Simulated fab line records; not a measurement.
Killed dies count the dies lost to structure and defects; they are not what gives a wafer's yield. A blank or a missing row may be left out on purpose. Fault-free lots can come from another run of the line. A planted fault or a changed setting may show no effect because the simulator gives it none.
fab line records + flow rit-cmos
[record]
- lots = 12
- wafers = 36
- last-day = 7
route steps=202 shown PWELL@47 M1@202
lots untouched by any fault: they come from a run of this same line in which no faults occurred
start-h: hours from the record's opening day to when the first of the lot's shown wafers began + wait-h: hours since the lot's step before + " repeats the value in the row above + L1.1+2: a row that stands for several wafers + - either no value or no given start + * or withheld: withheld + < > ~ a bound
route shown NAME@n: names a module that has steps shown in the file, with the first one's number in the route + usual: mean/standard deviation of fault-free wafers + same: alike in all rows + chamber/n: place in a boat + sites: readings site by site + _std_site: how widely they spread, as a standard deviation + _edge_site: mean of outer sites minus mean of inner sites + radius-mm: for every site, how far away it sits from the centre of the wafer + mask NAME#n: copy n + behind: the tool/chamber that last shaped the wafer + hold: the reason the lot was held/the length of the hold in hours/how it ended + device: names the non-switching transistor (n, p or np) + end of line: at the end of the route, the tests of the same wafers + a step with no rows: only its recipe + killed: the dies lost at the first sort to structure and to defects; this is not the yield of the wafer + map: per-die view of a wafer (x killed, . not killed, _ where there is no die)
set.NAME: the setting that was run; set.NAME@STEP: the one run at that earlier step + model.NAME: the simulator's own value behind a step, which no gauge read
one table for each step of the route and one row for each wafer, over a sample of lots
services: when a tool's chamber went out of use (start-h, in hours from the record's first day, below 0 if earlier), for how many hours, and the reason
[[steps]]
[step RIT_PWELL_IMPLANT_08]
[recipe]
- species = B
- energy-kev = 170
- dose-cm2 = 7e+13
- tilt-deg = 7
[usual]
- beam-energy-keV = 170.00/0.054
| lot.wafer | tool         | chamber | start-h | wait-h | beam-energy-keV |
|-----------|--------------|---------|---------|--------|-----------------|
| L157.1    | implanter-02 | 0       | 24.65   | 0.2    | 170.11          |
| L157.2    | "            | 0       | "       | "      | 170.07          |
| L157.3    | "            | 0       | "       | "      | 170.03          |
| L158.1    | implanter-02 | 0       | 32.32   | 0.2    | 170.07          |
| L158.4    | "            | 0       | "       | "      | 170.05          |
| L158.5    | "            | 0       | "       | "      | 170.09          |
| L160.2    | implanter-04 | 0       | 37.93   | 0.2    | 169.88          |
| L160.3    | "            | 0       | "       | "      | 169.97          |
| L160.6    | "            | 0       | "       | "      | 169.98          |
| L168.2    | implanter-03 | 0       | 82.59   | 0.2    | 174.55          |
| L168.3    | "            | 0       | "       | "      | 174.56          |
| L168.6    | "            | 0       | "       | "      | 174.58          |
| L169.1    | implanter-03 | 0       | 88.19   | 0.2    | 174.68          |
| L169.2    | "            | 0       | "       | "      | 174.66          |
| L169.3    | "            | 0       | "       | "      | 174.64          |
| L172.1    | implanter-02 | 0       | 100.66  | 0.2    | 169.85          |
| L172.3    | "            | 0       | "       | "      | 169.95          |
| L172.4    | "            | 0       | "       | "      | 169.99          |
| L174.3    | implanter-04 | 0       | 111.31  | 0.2    | 170.05          |
| L174.5    | "            | 0       | "       | "      | 170.07          |
| L174.6    | "            | 0       | "       | "      | 170.04          |
| L175.1    | implanter-02 | 0       | 116.71  | 0.2    | 170.03          |
| L175.2    | "            | 0       | "       | "      | 169.92          |
| L175.5    | "            | 0       | "       | "      | 170.02          |
| L176.1    | implanter-02 | 0       | 120.71  | 0.2    | 169.94          |
| L176.2    | "            | 0       | "       | "      | 170.02          |
| L176.4    | "            | 0       | "       | "      | 169.99          |
| L177.2    | implanter-04 | 0       | 127.01  | 0.2    | 169.91          |
| L177.3    | "            | 0       | "       | "      | 169.97          |
| L177.5    | "            | 0       | "       | "      | 169.97          |
| L179.3    | implanter-02 | 0       | 135.17  | 0.2    | 169.89          |
| L179.5    | "            | 0       | "       | "      | 169.97          |
| L179.6    | "            | 0       | "       | "      | 169.93          |
| L180.1    | implanter-02 | 0       | 137.95  | 0.2    | 170.05          |
| L180.2    | "            | 0       | "       | "      | 170.06          |
| L180.4    | "            | 0       | "       | "      | 170.01          |
[step RIT_M1_PROBE_99]
[usual]
- killed-at-front-end = 7/3
- killed-dies = 7/3
- killed-open = 3.2/1.9
- killed-short = 3.6/2.2
[same]
- gross-dies = 264
- killed_at_M0_to_M3 = 0
- killed_at_M4_up = 0
- killed-at-back-side = 0
- killed-at-contacts = 0
- killed-at-other = 0
| lot.wafer | tool      | chamber | start-h | wait-h | killed-at-front-end | killed-dies | killed-open | killed-short |
|-----------|-----------|---------|---------|--------|---------------------|-------------|-------------|--------------|
| L157.1    | prober-02 | -       | 61.86   | 0.1    | 7                   | 7           | 5           | 2            |
| L157.2    | prober-02 | -       | 61.91   | 0.1    | 11                  | 11          | 5           | 6            |
| L157.3    | prober-02 | -       | 61.96   | 0.2    | 5                   | 5           | 2           | 3            |
| L158.1    | prober-01 | -       | 72.33   | 0.1    | 10                  | 10          | 1           | 8            |
| L158.4    | prober-01 | -       | 72.48   | 0.2    | 5                   | 5           | 3           | 1            |
| L158.5    | prober-01 | -       | 72.53   | 0.2    | 6                   | 6           | 4           | 1            |
| L160.2    | prober-01 | -       | 79.02   | 0.1    | 8                   | 8           | 6           | 2            |
| L160.3    | prober-01 | -       | 79.07   | 0.2    | 12                  | 12          | 7           | 5            |
| L160.6    | prober-01 | -       | 79.22   | 0.2    | 9                   | 9           | 2           | 7            |
| L168.2    | prober-01 | -       | 119.47  | 0.1    | 3                   | 3           | 2           | 1            |
| L168.3    | prober-01 | -       | 119.52  | 0.2    | 5                   | 5           | 2           | 3            |
| L168.6    | prober-01 | -       | 119.67  | 0.2    | 10                  | 10          | 4           | 6            |
| L169.1    | prober-02 | -       | 123.99  | 0.1    | 7                   | 7           | 1           | 6            |
| L169.2    | prober-02 | -       | 124.04  | 0.1    | 11                  | 11          | 5           | 6            |
| L169.3    | prober-02 | -       | 124.09  | 0.2    | 10                  | 10          | 4           | 6            |
| L172.1    | prober-01 | -       | 135.84  | 0.1    | 9                   | 9           | 5           | 3            |
| L172.3    | prober-01 | -       | 135.94  | 0.2    | 3                   | 3           | 2           | 1            |
| L172.4    | prober-01 | -       | 135.99  | 0.2    | 4                   | 4           | 2           | 2            |
| L174.3    | prober-01 | -       | 148.02  | 0.2    | 8                   | 8           | 3           | 5            |
| L174.5    | prober-01 | -       | 148.12  | 0.2    | 3                   | 3           | 0           | 3            |
| L174.6    | prober-01 | -       | 148.17  | 0.2    | 9                   | 9           | 4           | 5            |
| L175.1    | prober-02 | -       | 154.26  | 0.1    | 8                   | 8           | 5           | 3            |
| L175.2    | prober-02 | -       | 154.31  | 0.1    | 13                  | 13          | 9           | 4            |
| L175.5    | prober-02 | -       | 154.46  | 0.2    | 8                   | 8           | 3           | 5            |
| L176.1    | prober-01 | -       | 157.46  | 0.1    | 8                   | 8           | 3           | 5            |
| L176.2    | prober-01 | -       | 157.51  | 0.1    | 3                   | 3           | 2           | 1            |
| L176.4    | prober-01 | -       | 157.61  | 0.2    | 6                   | 6           | 6           | 0            |
| L177.2    | prober-02 | -       | 164.46  | 0.1    | 3                   | 3           | 2           | 1            |
| L177.3    | prober-02 | -       | 164.51  | 0.2    | 5                   | 5           | 3           | 2            |
| L177.5    | prober-02 | -       | 164.61  | 0.2    | 4                   | 4           | 2           | 2            |
| L179.3    | prober-02 | -       | 172.82  | 0.2    | 6                   | 6           | 2           | 4            |
| L179.5    | prober-02 | -       | 172.92  | 0.2    | 5                   | 5           | 2           | 3            |
| L179.6    | prober-02 | -       | 172.97  | 0.2    | 5                   | 5           | 3           | 2            |
| L180.1    | prober-01 | -       | 174.22  | 0.1    | 8                   | 8           | 5           | 3            |
| L180.2    | prober-01 | -       | 174.27  | 0.1    | 4                   | 4           | 2           | 2            |
| L180.4    | prober-01 | -       | 174.37  | 0.2    | 3                   | 3           | 2           | 1            |
// killed by level:class
L157.1 REOX:geometric-particle:open=2 REOX:geometric-particle:short=2 GATE:geometric-particle:open=1 SPACER:geometric-particle:open=1 SILICIDE:geometric-particle:open=1
L157.2 GATE:geometric-particle:short=2 REOX:geometric-particle:short=2 SPACER:geometric-particle:short=2 FOX1:geometric-particle:open=1 GATE:geometric-particle:open=1 REOX:geometric-particle:open=1 SPACER:geometric-particle:open=1 SILICIDE:geometric-particle:open=1
L157.3 FOX1:geometric-particle:short=2 GATE:geometric-particle:open=1 REOX:geometric-particle:short=1 SPACER:geometric-particle:open=1
L158.1 SILICIDE:geometric-particle:short=4 GATE:geometric-particle:short=3 SPACER:geometric-particle:short=1 SILICIDE:geometric-particle:open=1 PWELL:coat-microbubble-printed=1
L158.4 REOX:geometric-particle:open=1 SPACER:geometric-particle:open=1 SILICIDE:geometric-particle:open=1 SILICIDE:geometric-particle:short=1 PSD:coat-microbubble-printed=1
L158.5 SPACER:geometric-particle:open=2 GATE:geometric-particle:open=1 GATE:geometric-particle:short=1 REOX:geometric-particle:open=1 PSD:coat-microbubble-printed=1
L160.2 GATE:geometric-particle:open=2 GATE:geometric-particle:short=2 SILICIDE:geometric-particle:open=2 FOX2:geometric-particle:open=1 SPACER:geometric-particle:open=1
L160.3 GATE:geometric-particle:short=2 REOX:geometric-particle:open=2 SPACER:geometric-particle:open=2 SPACER:geometric-particle:short=2 SILICIDE:geometric-particle:open=2 GATE:geometric-particle:open=1 REOX:geometric-particle:short=1
L160.6 GATE:geometric-particle:short=5 ACTIVE:geometric-particle:short=1 FOX1:geometric-particle:open=1 SILICIDE:geometric-particle:short=1 SILICIDE:geometric-particle:open=1
L168.2 GATE:geometric-particle:open=1 REOX:geometric-particle:open=1 SPACER:geometric-particle:short=1
L168.3 FOX1:geometric-particle:open=1 FOX2:geometric-particle:short=1 GATE:geometric-particle:short=1 REOX:geometric-particle:short=1 REOX:geometric-particle:open=1
L168.6 REOX:geometric-particle:short=3 SPACER:geometric-particle:short=2 FOX2:geometric-particle:open=1 GATE:geometric-particle:short=1 REOX:geometric-particle:open=1 SPACER:geometric-particle:open=1 SILICIDE:geometric-particle:open=1
L169.1 FOX1:geometric-particle:short=3 SPACER:geometric-particle:short=2 FOX1:geometric-particle:open=1 GATE:geometric-particle:short=1
L169.2 FOX2:geometric-particle:open=2 FOX2:geometric-particle:short=2 GATE:geometric-particle:short=2 FOX1:geometric-particle:open=1 GATE:geometric-particle:open=1 REOX:geometric-particle:short=1 REOX:geometric-particle:open=1 SILICIDE:geometric-particle:short=1
L169.3 GATE:geometric-particle:short=3 FOX2:geometric-particle:open=2 FOX2:geometric-particle:short=1 GATE:geometric-particle:open=1 REOX:geometric-particle:open=1 SPACER:geometric-particle:short=1 SILICIDE:geometric-particle:short=1
L172.1 FOX1:geometric-particle:short=3 REOX:geometric-particle:open=2 SILICIDE:geometric-particle:open=2 GATE:geometric-particle:open=1 NRETRO:coat-microbubble-printed=1
L172.3 GATE:geometric-particle:open=1 REOX:geometric-particle:short=1 SPACER:geometric-particle:open=1
L172.4 REOX:geometric-particle:short=2 FOX2:geometric-particle:open=1 REOX:geometric-particle:open=1
L174.3 GATE:geometric-particle:short=3 FOX1:geometric-particle:open=1 FOX2:geometric-particle:open=1 GATE:geometric-particle:open=1 REOX:geometric-particle:short=1 SILICIDE:geometric-particle:short=1
L174.5 FOX1:geometric-particle:short=1 FOX2:geometric-particle:short=1 REOX:geometric-particle:short=1
L174.6 GATE:geometric-particle:short=3 REOX:geometric-particle:open=2 FOX1:geometric-particle:short=1 FOX2:geometric-particle:open=1 GATE:geometric-particle:open=1 REOX:geometric-particle:short=1
L175.1 FOX1:geometric-particle:open=4 FOX1:geometric-particle:short=1 FOX2:geometric-particle:short=1 GATE:geometric-particle:open=1 SPACER:geometric-particle:short=1
L175.2 GATE:geometric-particle:open=6 FOX2:geometric-particle:short=2 GATE:geometric-particle:short=2 REOX:geometric-particle:open=2 FOX1:geometric-particle:open=1
L175.5 GATE:geometric-particle:short=4 FOX2:geometric-particle:open=1 GATE:geometric-particle:open=1 SPACER:geometric-particle:open=1 SPACER:geometric-particle:short=1
L176.1 GATE:geometric-particle:short=3 FOX1:geometric-particle:short=2 FOX1:geometric-particle:open=2 GATE:geometric-particle:open=1
L176.2 FOX2:geometric-particle:open=1 GATE:geometric-particle:open=1 SILICIDE:geometric-particle:short=1
L176.4 SILICIDE:geometric-particle:open=3 FOX2:geometric-particle:open=2 GATE:geometric-particle:open=1
L177.2 GATE:geometric-particle:open=1 REOX:geometric-particle:short=1 REOX:geometric-particle:open=1
L177.3 FOX1:geometric-particle:open=1 FOX2:geometric-particle:short=1 REOX:geometric-particle:short=1 SPACER:geometric-particle:open=1 SILICIDE:geometric-particle:open=1
L177.5 GATE:geometric-particle:open=1 GATE:geometric-particle:short=1 REOX:geometric-particle:short=1 REOX:geometric-particle:open=1
L179.3 FOX1:geometric-particle:short=3 FOX1:geometric-particle:open=1 SPACER:geometric-particle:open=1 SPACER:geometric-particle:short=1
L179.5 GATE:geometric-particle:short=2 GATE:geometric-particle:open=1 SPACER:geometric-particle:open=1 SPACER:geometric-particle:short=1
L179.6 GATE:geometric-particle:open=2 FOX2:geometric-particle:open=1 SPACER:geometric-particle:short=1 SILICIDE:geometric-particle:short=1
L180.1 GATE:geometric-particle:short=2 GATE:geometric-particle:open=2 FOX1:geometric-particle:open=1 FOX2:geometric-particle:open=1 REOX:geometric-particle:short=1 REOX:geometric-particle:open=1
L180.2 FOX1:geometric-particle:short=1 GATE:geometric-particle:open=1 REOX:geometric-particle:short=1 SPACER:geometric-particle:open=1
L180.4 REOX:geometric-particle:open=1 REOX:geometric-particle:short=1 SPACER:geometric-particle:open=1
[[services]]
| tool         | chamber | start-h | hours | kind   |
|--------------|---------|---------|-------|--------|
| implanter-02 | -       | 2.76    | 1.4   | repair |
| implanter-04 | -       | 30.25   | 0.6   | repair |
| implanter-02 | -       | 59.25   | 0.6   | repair |
| implanter-02 | -       | 65.39   | 2.6   | repair |
| implanter-02 | -       | 69.90   | 3.0   | pm     |
| implanter-02 | -       | 87.89   | 6.9   | repair |
| implanter-04 | -       | 111.99  | 1.2   | repair |
| implanter-02 | -       | 116.86  | 3.8   | pm     |
| implanter-03 | -       | 118.92  | 0.6   | repair |
| implanter-04 | -       | 134.68  | 5.6   | repair |
[[key]]
[first-sign]
- step = RIT_PWELL_IMPLANT_08
- reading = beam-energy-keV
- direction = up
- sigmas = 86
- usual = 170.00
- struck = 174.61
effect none on later readings
met-at RIT_PWELL_IMPLANT_08
struck-lots L168,L169
tester-left-out L168,L169
[fault]
- kind = process-parameter-drift
- tool = implanter-03
- chamber = -
- onset-h = 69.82
- steps = RIT_PWELL_IMPLANT_08
- channel = energy-kev
- offset = 4.5931
- shape = step
- end-h = 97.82
- acts-in = these-recipes-only
- stated = 170
// tester-left-out: of these lots the tester's yield and bins aren't shown, on N5 and GAA mostly nor the transistor test; their killed dies are dies lost to structure and defects alone, not to doping, threshold or leakage, so they don't give the yield
